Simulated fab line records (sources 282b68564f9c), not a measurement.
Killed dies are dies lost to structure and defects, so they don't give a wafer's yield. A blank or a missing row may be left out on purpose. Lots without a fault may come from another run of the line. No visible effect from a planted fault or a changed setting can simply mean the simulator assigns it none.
One fault through the eyes of 2 desks :: flow rit cmos :: each desk holds nothing but its own numbers, with what lay behind them at the end

FROM THE METROLOGY DESK
Lot by lot, what the gauges showed, no matter which tool ran the lot: averages of those sampled wafers that carry a number. Marked OUT: a lot whose mean sits more than 4 standard deviations from the usual mean, which makes it out of limits; the brackets give that distance.
Columns: A = PWELL_RS at RIT_WELLDRIVE_RS_MEAS_02, usual 429.5 ohm/sq; B = GATE_POLY_THK at RIT_GATE_THK_MEAS_09, usual 244.1 nm
lot: L912
first seen here: day 2 04:07
A: 430.1
B: 244.4

lot: L913
first seen here: day 2 08:59
A: 429.1
B: 245.9

lot: L914
first seen here: day 2 14:35
A: 428.3
B: 241.2

lot: L915
first seen here: day 2 20:28
A: 428.3
B: 243.7

lot: L917
first seen here: day 3 05:37
A: 429.1
B: 244.6

lot: L920
first seen here: day 3 20:51
A: 429.6
B: 245.8

lot: L921
first seen here: day 4 02:46
A: 430.4
B: 243.5

lot: L922
first seen here: day 4 06:01
A: 429.0
B: 240.4

lot: L923
first seen here: day 4 11:32
A: 430.7
B: 244.0

lot: L925
first seen here: day 4 21:41
A: 429.9
B: 242.7

lot: L926
first seen here: day 5 02:39
A: 430.4
B: 245.8

lot: L928
first seen here: day 5 13:19
A: 428.8
B: 245.3

lot: L929
first seen here: day 5 17:36
A: 430.2
B: 243.1

lot: L932
first seen here: day 6 09:19
A: 429.1
B: 244.1

lot: L934
first seen here: day 6 20:59
A: 429.3
B: 241.2
This desk found nothing out of limits on any of the 15 lots.

DESK OF THE TOOL OWNER: rie metal-04
The tool's own readings at RIT_M1_METAL_ETCH_12 (etches Al in Cl2/BCl3, stops on SiO2, time 165 s, target depth 600 nm): means of the sampled wafers that have a number, for each lot that ran on this tool. Marked OUT: a lot whose mean sits more than 4 standard deviations from the usual mean, which makes it out of limits; the brackets give that distance.
Columns: A = chamber pressure mTorr at RIT_M1_METAL_ETCH_12, usual 100.00 mTorr; B = drypump motor current A at RIT_M1_METAL_ETCH_12, usual 5.6 A; C = oes product au at RIT_M1_METAL_ETCH_12, usual 0.785 a.u.; D = throttle valve pct at RIT_M1_METAL_ETCH_12, usual 8.36 %
lot: L914
first seen here: day 3 18:02
A: 100.10
B: 6.0
C: 0.777
D: 8.28

lot: L917
first seen here: day 4 08:59
A: 100.05
B: 6.0
C: 0.778
D: 8.28

lot: L920
first seen here: day 4 23:20
A: 99.99
B: 6.0
C: 0.777
D: 8.29

lot: L923
first seen here: day 5 15:37
A: 100.01
B: 6.2
C: 0.768
D: 8.38

lot: L926
first seen here: day 6 05:37
A: 100.09
B: 6.0
C: 0.794
D: 8.29

lot: L928
first seen here: day 6 19:55
A: 99.99
B: 5.9
C: 0.775
D: 8.28
This desk found nothing out of limits on any of the 6 lots.

PUT TOGETHER
Nothing out of limits was seen by the metrology desk.
The tool owner's desk saw nothing out of limits.

WHAT HAD BEEN PUT IN BY THE SIMULATOR
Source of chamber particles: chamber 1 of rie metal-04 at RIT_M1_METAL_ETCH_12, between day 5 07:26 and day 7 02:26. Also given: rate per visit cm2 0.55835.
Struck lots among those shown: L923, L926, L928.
